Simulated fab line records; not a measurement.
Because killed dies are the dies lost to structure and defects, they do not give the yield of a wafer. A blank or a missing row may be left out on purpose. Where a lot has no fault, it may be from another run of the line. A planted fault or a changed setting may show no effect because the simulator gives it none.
fab line records | flow rit-cmos
record lots=14 wafers=42 last-day=7
route steps=202 shown PSD@152 SILICIDE@162 CONTACT@172 M1@202
lots that met no fault: from a run of the same line without faults
start-h: start of the lot's first displayed wafer, in hours after the record's first day | wait-h: hours from the lot's prior step to this one | " the same as in the row above | L1.1+2: several wafers, shown together as one row | - no value, or no start was given | * or withheld: withheld | < > ~ a bound
route shown NAME@n: names a module that has steps shown in the file, with the first one's number in the route | usual: mean/standard deviation taken from wafers without a fault | same: alike in all rows | chamber/n: place in a boat | sites: the reading at each site | _std_site: their standard deviation | _edge_site: inner sites' mean taken away from outer sites' mean | radius-mm: how far each site lies from the wafer's centre | mask NAME#n: copy n | behind: the tool/chamber that last shaped the wafer | hold: reason for holding the lot/hours on hold/outcome of the hold | device: which transistor (n, p or np) failed to switch | end of line: the same wafers' tests at the end of the route | a step without rows: its recipe alone | killed: at the first sort, the dies lost to defects and structure; wafer yield is something else | map: shows each die of a wafer: x if killed, . if not, _ if none is there
set.NAME: the run value of the setting; set.NAME@STEP: its run value at that earlier step | model.NAME: the simulator's own value behind a step, which no gauge read
route steps across a sampled set of lots; one table per step, one row per wafer
services: the hour from which a tool's chamber was out of use, counted from the record's first day as start-h (under 0 if before that day), plus the number of hours and why
## steps
# step RIT_PSD_TW_MEAS_10
# usual PSD_TW=3430/20
# columns lot.wafer tool chamber start-h wait-h PSD_TW
L322.2 film-metro-01 - 54.22 0.1 3423
L322.3 " - " " 3409
L322.4 " - " " 3428
L323.2 film-metro-01 - 59.84 0.1 3408
L323.3 " - " " 3446
L323.4 " - " " 3431
L325.4 film-metro-01 - 69.16 0.1 3416
L325.5 " - " " 3425
L325.6 " - " " 3421
L326.2 film-metro-03 - 76.38 0.1 3417
L326.4 " - " " 3423
L326.5 " - " " 3443
L327.1 film-metro-02 - 81.34 0.1 3431
L327.3 " - " " 3432
L327.6 " - " " 3441
L328.1 film-metro-02 - 86.75 0.1 3447
L328.2 " - " " 3432
L328.4 " - " " 3443
L331.1 film-metro-01 - 102.71 0.1 3408
L331.2 " - " " 3395
L331.4 " - " " 3399
L332.1 film-metro-03 - 105.23 0.1 3423
L332.5 " - " " 3421
L332.6 " - " " 3427
L333.2 film-metro-02 - 110.37 0.1 3444
L333.3 " - " " 3474
L333.6 " - " " 3453
L334.1 film-metro-02 - 115.09 0.1 3465
L334.2 " - " " 3452
L334.3 " - " " 3453
L335.2 film-metro-01 - 119.74 0.1 3407
L335.3 " - " " 3397
L335.6 " - " " 3395
L337.2 film-metro-01 - 131.42 0.1 3433
L337.5 " - " " 3416
L337.6 " - " " 3426
L338.2 film-metro-02 - 135.02 0.1 3449
L338.3 " - " " 3434
L338.5 " - " " 3433
L342.2 film-metro-01 - 154.42 0.1 3421
L342.4 " - " " 3410
L342.5 " - " " 3406
# step RIT_SILICIDE_SPUTTER_01
# recipe material=Ti target-thk-nm=30 power-w=350 chamber-pressure-pa=0.667 gas=Ar time-s=240 substrate-temp-c=25
# usual throttle-valve-pct=30.7/0.94
# columns lot.wafer tool chamber start-h wait-h throttle-valve-pct
L322.2 pvd-sputter-02 - 55.18 0.0 31.9
L322.3 " - " " 30.3
L322.4 " - " " 29.8
L323.2 pvd-sputter-01 - 60.81 0.0 30.9
L323.3 " - " " 30.4
L323.4 " - " " 29.8
L325.4 pvd-sputter-01 - 70.11 0.0 32.3
L325.5 " - " " 31.0
L325.6 " - " " 32.2
L326.2 pvd-sputter-04 - 77.38 0.0 29.4
L326.4 " - " " 30.5
L326.5 " - " " 31.8
L327.1 pvd-sputter-01 - 82.33 0.0 31.0
L327.3 " - " " 29.8
L327.6 " - " " 29.8
L328.1 pvd-sputter-04 - 87.73 0.0 30.6
L328.2 " - " " 31.7
L328.4 " - " " 30.6
L331.1 pvd-sputter-01 - 103.70 0.0 32.4
L331.2 " - " " 30.6
L331.4 " - " " 29.6
L332.1 pvd-sputter-02 - 106.23 0.0 29.6
L332.5 " - " " 29.9
L332.6 " - " " 30.3
L333.2 pvd-sputter-01 - 111.34 0.0 29.7
L333.3 " - " " 32.4
L333.6 " - " " 31.1
L334.1 pvd-sputter-04 - 116.07 0.0 30.6
L334.2 " - " " 31.5
L334.3 " - " " 31.7
L335.2 pvd-sputter-01 - 120.71 0.0 29.6
L335.3 " - " " 30.9
L335.6 " - " " 30.8
L337.2 pvd-sputter-01 - 132.38 0.0 32.3
L337.5 " - " " 32.2
L337.6 " - " " 30.9
L338.2 pvd-sputter-04 - 135.99 0.0 30.7
L338.3 " - " " 31.4
L338.5 " - " " 31.5
L342.2 pvd-sputter-04 - 155.38 0.0 31.5
L342.4 " - " " 30.6
L342.5 " - " " 29.5
# step RIT_CONTACT_SOFTBAKE_04
# recipe resist=NOVOLAK temp-c=90 time-s=60
# usual heater-power-total-W=34.56/0.049 run-length-s=89.00/0.23
# columns lot.wafer tool chamber start-h wait-h heater-power-total-W run-length-s
L322.2 litho-track-03 0 56.13 0.1 34.49 88.78
L322.3 " 0 " " 34.56 88.75
L322.4 " 0 " " 34.55 88.68
L323.2 litho-track-03 0 61.75 0.1 34.58 88.74
L323.3 " 0 " " 34.54 88.99
L323.4 " 0 " " 34.57 88.66
L325.4 litho-track-04 0 71.10 0.1 34.65 89.00
L325.5 " 0 " " 34.52 89.14
L325.6 " 0 " " 34.61 88.90
L326.2 litho-track-02 0 78.32 0.1 34.62 89.54
L326.4 " 0 " " 34.59 89.23
L326.5 " 0 " " 34.61 89.44
L327.1 litho-track-03 0 83.27 0.1 34.54 89.00
L327.3 " 0 " " 34.69 88.92
L327.6 " 0 " " 34.61 88.82
L328.1 litho-track-04 0 88.65 0.1 34.61 89.16
L328.2 " 0 " " 34.54 88.93
L328.4 " 0 " " 34.55 88.90
L331.1 litho-track-04 0 104.64 0.1 34.47 88.94
L331.2 " 0 " " 34.53 89.07
L331.4 " 0 " " 34.60 89.04
L332.1 litho-track-02 0 107.14 0.1 34.60 89.31
L332.5 " 0 " " 34.48 89.32
L332.6 " 0 " " 34.60 89.39
L333.2 litho-track-02 0 112.29 0.1 34.49 89.24
L333.3 " 0 " " 34.47 89.31
L333.6 " 0 " " 34.57 89.35
L334.1 litho-track-03 0 116.99 0.1 34.54 88.77
L334.2 " 0 " " 34.53 88.65
L334.3 " 0 " " 34.55 88.79
L335.2 litho-track-03 0 121.67 0.1 34.63 88.74
L335.3 " 0 " " 34.58 88.69
L335.6 " 0 " " 34.57 88.71
L337.2 litho-track-04 0 133.33 0.1 34.56 89.14
L337.5 " 0 " " 34.59 88.98
L337.6 " 0 " " 34.62 89.01
L338.2 litho-track-03 0 136.93 0.1 35.70 82.20
L338.3 " 0 " " 35.83 82.17
L338.5 " 0 " " 35.68 82.08
L342.2 litho-track-03 0 156.32 0.1 35.74 82.13
L342.4 " 0 " " 35.79 82.40
L342.5 " 0 " " 35.76 82.03
# step RIT_CONTACT_ETCH_11
# recipe target-depth-a=4800 over-etch-frac=0.2 stop-on=TiSi2 chemistry=CHF3/CF4/Ar target=SiO2 CHF3_flow_sccm=50 cf4-flow-sccm=10 Ar_flow_sccm=100 O2_flow_sccm=5 pressure-mtorr=100 rf-w=200 time-s=320
# usual cf4-flow-sccm=10.00/0.031 drypump-motor-current-A=5.5/0.43 oes-product-au=0.989/0.016 throttle-valve-pct=8.85/0.13
# columns lot.wafer tool chamber start-h wait-h cf4-flow-sccm drypump-motor-current-A oes-product-au rf-hours-counter-h throttle-valve-pct
L322.2 rie-diel-02 3 57.29 0.1 9.96 6.2 0.984 130 8.81
L322.3 " 1 " " 9.99 5.7 0.978 110 8.95
L322.4 " 0 " " 9.97 5.7 0.983 1 8.84
L323.2 rie-diel-01 0 62.83 0.1 10.02 4.8 0.991 26 9.02
L323.3 " 2 " " 9.99 5.2 1.016 33 8.88
L323.4 " 3 " " 10.00 5.0 0.969 49 8.97
L325.4 rie-diel-02 0 72.00 0.1 10.01 5.7 0.985 1 8.85
L325.5 " 0 " " 9.97 5.8 0.982 - 8.85
L325.6 " 3 " " 10.02 6.2 0.986 - 8.81
L326.2 rie-diel-02 0 79.27 0.1 9.98 5.8 0.990 1 8.86
L326.4 " 2 " " 10.01 5.4 1.010 67 8.96
L326.5 " 0 " " 10.02 5.8 0.996 - 8.85
L327.1 rie-diel-03 1 84.37 0.1 10.04 4.9 0.970 109 8.64
L327.3 " 0 " " 10.03 5.5 1.011 58 8.56
L327.6 " 3 " " 9.97 5.9 0.989 - 8.72
L328.1 rie-diel-01 0 89.75 0.1 10.05 4.8 0.982 27 9.02
L328.2 " 3 " " 10.00 5.0 0.967 50 8.99
L328.4 " 1 " " 10.03 5.9 0.965 65 8.94
L331.1 rie-diel-03 2 105.73 0.1 10.02 5.2 1.010 35 8.81
L331.2 " 0 " " 10.00 5.6 1.002 59 8.57
L331.4 " 1 " " 10.05 4.9 0.967 110 8.65
L332.1 rie-diel-02 1 108.24 0.1 9.98 5.7 0.983 111 8.96
L332.5 " 2 " " 10.00 5.4 1.005 - 8.96
L332.6 " 3 " " 9.98 6.2 0.983 - 8.80
L333.2 rie-diel-01 2 113.24 0.1 10.06 5.2 1.014 34 8.87
L333.3 " 0 " " 9.94 4.8 0.986 27 9.01
L333.6 " 1 " " 10.03 5.9 0.979 - 8.94
L334.1 rie-diel-03 3 117.96 0.1 9.98 5.9 1.000 138 8.72
L334.2 " 0 " " 10.04 5.6 0.996 59 8.59
L334.3 " 2 " " 10.00 5.3 1.002 35 8.79
L335.2 rie-diel-02 0 122.74 0.1 10.03 5.8 0.986 2 8.83
L335.3 " 2 " " 10.02 5.4 1.005 68 8.97
L335.6 " 3 " " 9.98 6.2 0.979 - 8.81
L337.2 rie-diel-02 1 134.40 0.1 9.96 5.8 0.971 112 8.95
L337.5 " 2 " " 10.01 5.5 1.014 - 8.97
L337.6 " 3 " " 9.97 6.2 0.972 - 8.81
L338.2 rie-diel-03 0 138.06 0.1 9.94 5.5 1.002 59 8.57
L338.3 " 1 " " 10.05 4.9 0.969 110 8.65
L338.5 " 3 " " 9.98 5.9 0.982 - 8.72
L342.2 rie-diel-01 1 157.27 0.1 10.00 5.9 0.966 67 8.93
L342.4 " 1 " " 9.96 5.9 0.980 - 8.94
L342.5 " 2 " " 9.97 5.2 1.015 - 8.88
# step RIT_M1_PROBE_99
# usual killed-at-contacts=0.1/0.23 killed-at-front-end=7.3/2.9 killed-dies=7.3/3 killed-open=3.6/1.8 killed-short=3.7/2.1
# same gross-dies=264 killed_at_M0_to_M3=0 killed_at_M4_up=0 killed-at-back-side=0 killed-at-other=0
# columns lot.wafer tool chamber start-h wait-h killed-at-contacts killed-at-front-end killed-dies killed-open killed-short
L322.2 prober-01 - 62.32 0.1 0 6 6 3 3
L322.3 prober-01 - 62.37 0.2 0 9 9 3 6
L322.4 prober-01 - 62.42 0.2 0 5 5 3 2
L323.2 prober-02 - 67.73 0.1 0 5 5 2 3
L323.3 prober-02 - 67.78 0.2 1 10 11 3 8
L323.4 prober-02 - 67.83 0.2 0 8 8 5 3
L325.4 prober-02 - 77.29 0.2 0 7 7 5 1
L325.5 prober-02 - 77.34 0.2 0 12 12 4 6
L325.6 prober-02 - 77.39 0.2 0 8 8 4 3
L326.2 prober-01 - 84.30 0.1 0 12 12 7 5
L326.4 prober-01 - 84.40 0.2 0 6 6 4 2
L326.5 prober-01 - 84.45 0.2 0 6 6 4 2
L327.1 prober-02 - 89.53 0.1 0 4 4 2 2
L327.3 prober-02 - 89.63 0.2 0 5 5 4 1
L327.6 prober-02 - 89.78 0.2 0 10 10 4 6
L328.1 prober-01 - 95.05 0.1 0 2 2 0 2
L328.2 prober-01 - 95.10 0.1 0 2 2 1 1
L328.4 prober-01 - 95.20 0.2 0 11 11 1 10
L331.1 prober-02 - 110.98 0.1 0 7 7 3 4
L331.2 prober-02 - 111.03 0.1 0 12 12 4 8
L331.4 prober-02 - 111.13 0.2 0 8 8 1 7
L332.1 prober-01 - 113.79 0.1 0 3 3 0 3
L332.5 prober-01 - 113.99 0.2 0 9 9 3 6
L332.6 prober-01 - 114.04 0.2 0 2 2 1 1
L333.2 prober-02 - 118.96 0.1 0 7 7 4 3
L333.3 prober-02 - 119.01 0.2 0 3 3 1 2
L333.6 prober-02 - 119.16 0.2 0 12 12 5 7
L334.1 prober-01 - 123.67 0.1 0 8 8 4 4
L334.2 prober-01 - 123.72 0.1 0 6 6 4 2
L334.3 prober-01 - 123.77 0.2 0 8 8 6 2
L335.2 prober-02 - 128.17 0.1 0 9 9 5 4
L335.3 prober-02 - 128.22 0.2 0 6 6 3 3
L335.6 prober-02 - 128.37 0.2 0 13 13 6 7
L337.2 prober-02 - 139.43 0.1 0 7 7 2 5
L337.5 prober-02 - 139.58 0.2 0 5 5 1 4
L337.6 prober-02 - 139.63 0.2 0 7 7 3 4
L338.2 prober-01 - 143.48 0.1 1 7 8 3 5
L338.3 prober-01 - 143.53 0.2 0 4 4 1 3
L338.5 prober-01 - 143.63 0.2 0 5 5 1 4
L342.2 prober-01 - 162.40 0.1 0 4 4 2 2
L342.4 prober-01 - 162.50 0.2 0 9 9 3 6
L342.5 prober-01 - 162.55 0.2 0 7 7 7 0
# killed by level:class
L322.2 FOX1:geometric-particle:short=2 GATE:geometric-particle:open=1 REOX:geometric-particle:open=1 SPACER:geometric-particle:short=1 SILICIDE:geometric-particle:open=1
L322.3 SPACER:geometric-particle:short=3 GATE:geometric-particle:short=2 FOX1:geometric-particle:open=1 FOX2:geometric-particle:open=1 GATE:geometric-particle:open=1 SILICIDE:geometric-particle:short=1
L322.4 GATE:geometric-particle:short=1 GATE:geometric-particle:open=1 REOX:geometric-particle:open=1 REOX:geometric-particle:short=1 SILICIDE:geometric-particle:open=1
L323.2 GATE:geometric-particle:short=2 FOX1:geometric-particle:short=1 FOX2:geometric-particle:open=1 GATE:geometric-particle:open=1
L323.3 GATE:geometric-particle:short=5 FOX1:geometric-particle:open=1 FOX2:geometric-particle:open=1 FOX2:geometric-particle:short=1 GATE:geometric-particle:open=1 SILICIDE:geometric-particle:short=1 CONTACT:geometric-particle:short=1
L323.4 GATE:geometric-particle:open=4 GATE:geometric-particle:short=3 SPACER:geometric-particle:open=1
L325.4 GATE:geometric-particle:open=2 FOX1:geometric-particle:short=1 FOX1:geometric-particle:open=1 REOX:geometric-particle:open=1 SPACER:geometric-particle:open=1 PWELL:coat-microbubble-printed=1
L325.5 GATE:geometric-particle:short=3 FOX1:geometric-particle:open=2 SPACER:geometric-particle:short=2 PWELL:coat-microbubble-printed=2 FOX1:geometric-particle:short=1 GATE:geometric-particle:open=1 SPACER:geometric-particle:open=1
L325.6 GATE:geometric-particle:open=3 FOX1:geometric-particle:short=2 REOX:geometric-particle:short=1 REOX:geometric-particle:open=1 PWELL:coat-microbubble-printed=1
L326.2 REOX:geometric-particle:short=4 FOX1:geometric-particle:open=3 GATE:geometric-particle:open=2 GATE:geometric-particle:short=1 SPACER:geometric-particle:open=1 SILICIDE:geometric-particle:open=1
L326.4 FOX1:geometric-particle:open=2 GATE:geometric-particle:short=1 GATE:geometric-particle:open=1 SPACER:geometric-particle:short=1 SILICIDE:geometric-particle:open=1
L326.5 GATE:geometric-particle:open=2 FOX1:geometric-particle:open=1 FOX2:geometric-particle:open=1 GATE:geometric-particle:short=1 SILICIDE:geometric-particle:short=1
L327.1 FOX1:geometric-particle:short=2 GATE:geometric-particle:open=2
L327.3 FOX1:geometric-particle:open=2 FOX2:geometric-particle:open=1 GATE:geometric-particle:open=1 SPACER:geometric-particle:short=1
L327.6 GATE:geometric-particle:short=2 SPACER:geometric-particle:short=2 SILICIDE:geometric-particle:short=2 GATE:geometric-particle:open=1 REOX:geometric-particle:open=1 SPACER:geometric-particle:open=1 SILICIDE:geometric-particle:open=1
L328.1 REOX:geometric-particle:short=1 SPACER:geometric-particle:short=1
L328.2 GATE:geometric-particle:open=1 SPACER:geometric-particle:short=1
L328.4 GATE:geometric-particle:short=3 REOX:geometric-particle:short=3 SPACER:geometric-particle:short=2 SILICIDE:geometric-particle:short=2 GATE:geometric-particle:open=1
L331.1 FOX1:geometric-particle:short=2 GATE:geometric-particle:open=2 SPACER:geometric-particle:short=1 SILICIDE:geometric-particle:open=1 SILICIDE:geometric-particle:short=1
L331.2 SPACER:geometric-particle:short=3 SPACER:geometric-particle:open=3 GATE:geometric-particle:short=2 SILICIDE:geometric-particle:short=2 FOX1:geometric-particle:open=1 FOX2:geometric-particle:short=1
L331.4 SPACER:geometric-particle:short=4 FOX1:geometric-particle:short=3 GATE:geometric-particle:open=1
L332.1 GATE:geometric-particle:short=2 REOX:geometric-particle:short=1
L332.5 GATE:geometric-particle:open=3 GATE:geometric-particle:short=2 REOX:geometric-particle:short=2 SPACER:geometric-particle:short=2
L332.6 FOX1:geometric-particle:open=1 GATE:geometric-particle:short=1
L333.2 FOX2:geometric-particle:open=2 GATE:geometric-particle:short=2 FOX1:geometric-particle:open=1 GATE:geometric-particle:open=1 REOX:geometric-particle:short=1
L333.3 FOX1:geometric-particle:short=1 GATE:geometric-particle:open=1 SPACER:geometric-particle:short=1
L333.6 GATE:geometric-particle:short=3 REOX:geometric-particle:short=3 GATE:geometric-particle:open=2 SPACER:geometric-particle:open=2 FOX2:geometric-particle:short=1 REOX:geometric-particle:open=1
L334.1 FOX2:geometric-particle:open=2 SPACER:geometric-particle:short=2 GATE:geometric-particle:short=1 REOX:geometric-particle:open=1 REOX:geometric-particle:short=1 SPACER:geometric-particle:open=1
L334.2 SPACER:geometric-particle:open=2 GATE:geometric-particle:short=1 REOX:geometric-particle:open=1 SILICIDE:geometric-particle:open=1 SILICIDE:geometric-particle:short=1
L334.3 GATE:geometric-particle:open=4 GATE:geometric-particle:short=1 REOX:geometric-particle:open=1 SILICIDE:geometric-particle:short=1 SILICIDE:geometric-particle:open=1
L335.2 FOX1:geometric-particle:open=2 FOX2:geometric-particle:short=2 GATE:geometric-particle:short=2 FOX2:geometric-particle:open=1 REOX:geometric-particle:open=1 SPACER:geometric-particle:open=1
L335.3 GATE:geometric-particle:short=2 GATE:geometric-particle:open=2 FOX2:geometric-particle:short=1 SPACER:geometric-particle:open=1
L335.6 GATE:geometric-particle:open=4 FOX2:geometric-particle:open=2 FOX2:geometric-particle:short=2 GATE:geometric-particle:short=2 FOX1:geometric-particle:short=1 REOX:geometric-particle:short=1 SPACER:geometric-particle:short=1
L337.2 GATE:geometric-particle:short=3 SILICIDE:geometric-particle:short=2 FOX1:geometric-particle:open=1 GATE:geometric-particle:open=1
L337.5 SILICIDE:geometric-particle:short=2 FOX1:geometric-particle:short=1 FOX2:geometric-particle:short=1 GATE:geometric-particle:open=1
L337.6 FOX1:geometric-particle:open=1 FOX1:geometric-particle:short=1 GATE:geometric-particle:short=1 GATE:geometric-particle:open=1 REOX:geometric-particle:open=1 SPACER:geometric-particle:short=1 SILICIDE:geometric-particle:short=1
L338.2 REOX:geometric-particle:short=2 FOX1:geometric-particle:open=1 GATE:geometric-particle:short=1 REOX:geometric-particle:open=1 SPACER:geometric-particle:short=1 SPACER:geometric-particle:open=1 CONTACT:geometric-particle:short=1
L338.3 FOX1:geometric-particle:short=2 FOX1:geometric-particle:open=1 REOX:geometric-particle:short=1
L338.5 GATE:geometric-particle:short=3 GATE:geometric-particle:open=1 REOX:geometric-particle:short=1
L342.2 GATE:geometric-particle:short=1 GATE:geometric-particle:open=1 REOX:geometric-particle:short=1 SPACER:geometric-particle:open=1
L342.4 GATE:geometric-particle:short=2 SILICIDE:geometric-particle:short=2 SILICIDE:geometric-particle:open=2 FOX1:geometric-particle:short=1 FOX2:geometric-particle:short=1 REOX:geometric-particle:open=1
L342.5 FOX1:geometric-particle:open=2 REOX:geometric-particle:open=2 SILICIDE:geometric-particle:open=2 FOX2:geometric-particle:open=1
## services
# columns tool chamber start-h hours kind
rie-diel-01 3 32.95 7.7 repair
pvd-sputter-01 - 52.82 6.8 repair
rie-diel-03 - 54.63 2.8 pm
rie-diel-03 3 61.35 8.1 repair
rie-diel-01 - 76.42 1.5 repair
rie-diel-02 0 104.64 8.5 repair
pvd-sputter-02 - 116.67 0.7 repair
rie-diel-01 - 124.38 4.3 pm
rie-diel-01 - 140.63 1.6 repair
rie-diel-01 1 142.43 10.3 repair
rie-diel-03 - 145.15 2.3 repair
rie-diel-02 3 147.65 4.9 repair
rie-diel-01 0 156.46 12.2 repair
rie-diel-01 3 157.23 10.8 repair
## key
first-sign step=RIT_CONTACT_SOFTBAKE_04 reading=run-length-s direction=down sigmas=29 usual=* struck=*
effect step=RIT_CONTACT_SOFTBAKE_04 reading=heater-power-total-W direction=up sigmas=24 usual=34.56 struck=35.75
met-at RIT_CONTACT_SOFTBAKE_04
struck-lots L338,L342
tester-left-out L338,L342
not-acting-at RIT_PSD_TW_MEAS_10,RIT_SILICIDE_SPUTTER_01,RIT_CONTACT_ETCH_11
onset-between 121.67 136.93
fault kind=process-parameter-drift tool=litho-track-03 chamber=- onset-h=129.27 steps=RIT_CONTACT_SOFTBAKE_04 channel=time-s offset=* shape=step end-h=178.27 acts-in=* stated=*
# tester-left-out: of these lots the tester's yield and bins aren't shown, on N5 and GAA mostly nor the transistor test; their killed dies are dies lost to structure and defects alone, not to doping, threshold or leakage, so they don't give the yield
